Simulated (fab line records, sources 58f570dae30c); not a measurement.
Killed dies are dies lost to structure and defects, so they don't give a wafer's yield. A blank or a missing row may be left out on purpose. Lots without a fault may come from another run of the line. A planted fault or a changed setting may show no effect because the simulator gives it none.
Which tool did it? | flow berkeley_cmos170 | 14 lots, 42 wafers sampled, at 2 steps of a route of 331

WHAT THE GAUGES READ, wafer by wafer
UCB170_NWELL_TW_MEAS_16. Usual: NWELL_TW 1249, standard deviation 8.4.
lot  | measured    | on            | NWELL_TW       | flag
L127 | day 2 12:55 | film_metro-01 | 1255 1257 1259 |
L128 | day 2 12:56 | film_metro-04 | 1240 1242 1239 |
L129 | day 2 20:31 | film_metro-02 | 1261 1259 1258 |
L130 | day 2 20:45 | film_metro-04 | 1236 1239 1241 |
L132 | day 3 15:01 | film_metro-04 | 1236 1236 1250 |
L133 | day 3 18:31 | film_metro-01 | 1255 1254 1251 |
L135 | day 4 05:18 | film_metro-04 | 1237 1238 1238 |
L138 | day 4 21:37 | film_metro-04 | 1246 1240 1249 |
L141 | day 5 09:58 | film_metro-02 | 1268 1260 1260 |
L143 | day 5 17:17 | film_metro-04 | 1242 1245 1239 |
L145 | day 6 02:28 | film_metro-04 | 1255 1247 1248 |
L147 | day 6 13:14 | film_metro-01 | 1248 1246 1249 |
L148 | day 7 00:20 | film_metro-04 | 1246 1237 1241 |
L149 | day 7 00:37 | film_metro-01 | 1253 1259 1246 |

UCB170_SACOX_THK_MEAS_02. Usual: SACOX_OXIDE_THK 14.4 nm, standard deviation 0.32.
lot  | measured     | on            | SACOX_OXIDE_THK (nm) | flag
L127 | day 6 01:25  | film_metro-02 | 14.5 14.0 14.2       |
L128 | day 5 15:24  | film_metro-02 | 13.7 13.9 13.9       |
L129 | day 6 01:20  | film_metro-04 | 14.6 14.2 14.3       |
L130 | day 6 01:20  | film_metro-02 | 14.5 14.4 14.3       |
L132 | day 7 05:35  | film_metro-02 | 14.5 14.4 14.7       |
L133 | day 7 05:35  | film_metro-04 | 14.8 14.7 14.6       |
L135 | day 7 13:01  | film_metro-04 | 14.8 14.6 14.7       |
L138 | day 8 21:36  | film_metro-03 | 14.1 14.1 13.8       |
L141 | day 9 07:46  | film_metro-03 | 14.6 14.3 14.4       |
L143 | day 9 17:40  | film_metro-02 | 14.0 14.3 14.4       |
L145 | day 10 03:05 | film_metro-02 | 14.6 14.7 14.6       |
L147 | day 10 03:04 | film_metro-03 | 14.5 14.4 14.5       |
L148 | day 10 18:04 | film_metro-03 | 14.0 13.9 14.1       |
L149 | day 10 18:04 | film_metro-04 | 14.5 14.5 14.6       |

WHICH TOOL RAN EACH LOT (tool, then ch and the chambers of the sampled wafers, then the start)
The record holds no process step before these readings.

WHAT THE TOOLS THEMSELVES READ (means of the sampled wafers that have a number; where no wafer has one, the mark that the record gives instead)
The record holds no such reading with a usual standard deviation.

THE ANSWER, worked out from the rows above alone
Rule: a lot is off if the mean of its wafers that have a number lies more than 3 standard deviations from the usual mean. A lot without any number at a reading at which 4 lots or more have one is off too. The other lots that the step has rows for count as sound. The gauges are gone through in route order, then the tools' own readings, and for those a lot's mean is taken as printed above. The first step at which some lot is off is used, and at that step the reading that is off furthest; a lot without a number counts as furthest.
No lot is off at any reading shown: from this, nothing can be told.

WHAT THE SIMULATOR HAD PUT IN
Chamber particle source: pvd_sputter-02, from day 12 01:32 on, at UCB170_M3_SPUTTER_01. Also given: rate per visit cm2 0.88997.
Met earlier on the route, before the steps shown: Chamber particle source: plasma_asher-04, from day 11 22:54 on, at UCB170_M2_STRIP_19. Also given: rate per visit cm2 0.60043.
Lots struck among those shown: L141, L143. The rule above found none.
